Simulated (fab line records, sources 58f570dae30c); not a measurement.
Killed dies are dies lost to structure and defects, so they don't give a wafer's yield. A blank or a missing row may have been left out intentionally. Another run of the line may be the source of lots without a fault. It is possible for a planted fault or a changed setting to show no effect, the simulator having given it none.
Struck lot and sound lot, side by side + flow berkeley_cmos170 + 14 out of 331 route steps
Sound: wafers L212.1, L212.3, L212.4. Wafers struck: L213.1, L213.2, L213.6. The cause comes at the end.
Per side, at each step with rows, come the tool, then ch with its chambers, and then its first start. Under that, the readings that differ: sound wafers + struck wafers + difference of the means + sigmas: that difference in standard deviations of wafers without a fault.
alike: readings whose means differ by less than 2 such deviations, and words and numbers that are the same on both sides. not compared: withheld readings, readings that some wafer has no value for, bounds like >300 that may hide the same value, and numbers for which the record gives no deviation and whose values overlap.
Wherever a step has rows on one side only, a row that says differs or no value, or a row with sigmas, the two part there. Numbers that don't overlap but have no deviation are shown without sigmas and don't part them. A reading missing from all wafers of one side parts the sides only when that side holds two or more wafers.

first, 1 step without rows for these wafers: UCB170_M3_PRE_CLEAN_00 (preclean etch time 60 s).
UCB170_M3_SPUTTER_01: material Al, target thk 900 nm, time 120 s.
  sound: pvd_sputter-02 at day 11 12:15; struck: pvd_sputter-01 at day 11 11:59
  alike: throttle_valve_pct
UCB170_M3_RS_MEAS_02: uses a four-point probe to measure.
  sound: film_metro-01 at day 11 12:20; struck: film_metro-02 at day 11 12:04
  alike: M3_AL_RS
UCB170_M3_THK_MEAS_03: measures by xrf.
  sound: film_metro-01 at day 11 12:27; struck: film_metro-02 at day 11 12:11
  alike: M3_AL_THK
then, 3 steps without rows for these wafers: UCB170_M3_HMDS_04 (prime time 60 s); UCB170_M3_COAT_05 (resist thk 900 nm); UCB170_M3_SOFTBAKE_06 (time 60 s).
UCB170_M3_STRIP_07: strips in O2.
  sound on plasma_asher-04 ch 0,1, day 11 12:58; struck on plasma_asher-04 ch 0,1, day 11 12:41
  alike: drypump_motor_current_A, oes_product_au, strip_time_to_endpoint_s
  not compared: rf_hours_counter_h
then, 4 steps without rows for these wafers: UCB170_M3_STRIP_08 (strips KrF in DMSO, time 600 s); UCB170_M3_COAT_09; UCB170_M3_COAT_10 (resist thk 900 nm); UCB170_M3_SOFTBAKE_11 (time 60 s).
UCB170_M3_EXPOSE_12: exposes mask METAL3, target cd 700 nm.
  struck on krf_scanner-02, day 11 13:38; sound on krf_scanner-01 ch 0, day 11 13:52
  no value came back on the struck wafers for exposure_dose_mJ_cm2, focus_offset_nm (nm); on the sound wafers exposure_dose_mJ_cm2 reads 26.26 26.27 26.26
  alike: mask
then, 1 step without rows for these wafers: UCB170_M3_PEB_13.

WHERE THEY PART
Within this record, at UCB170_M3_EXPOSE_12 only.

WHY: whatever the simulator had introduced
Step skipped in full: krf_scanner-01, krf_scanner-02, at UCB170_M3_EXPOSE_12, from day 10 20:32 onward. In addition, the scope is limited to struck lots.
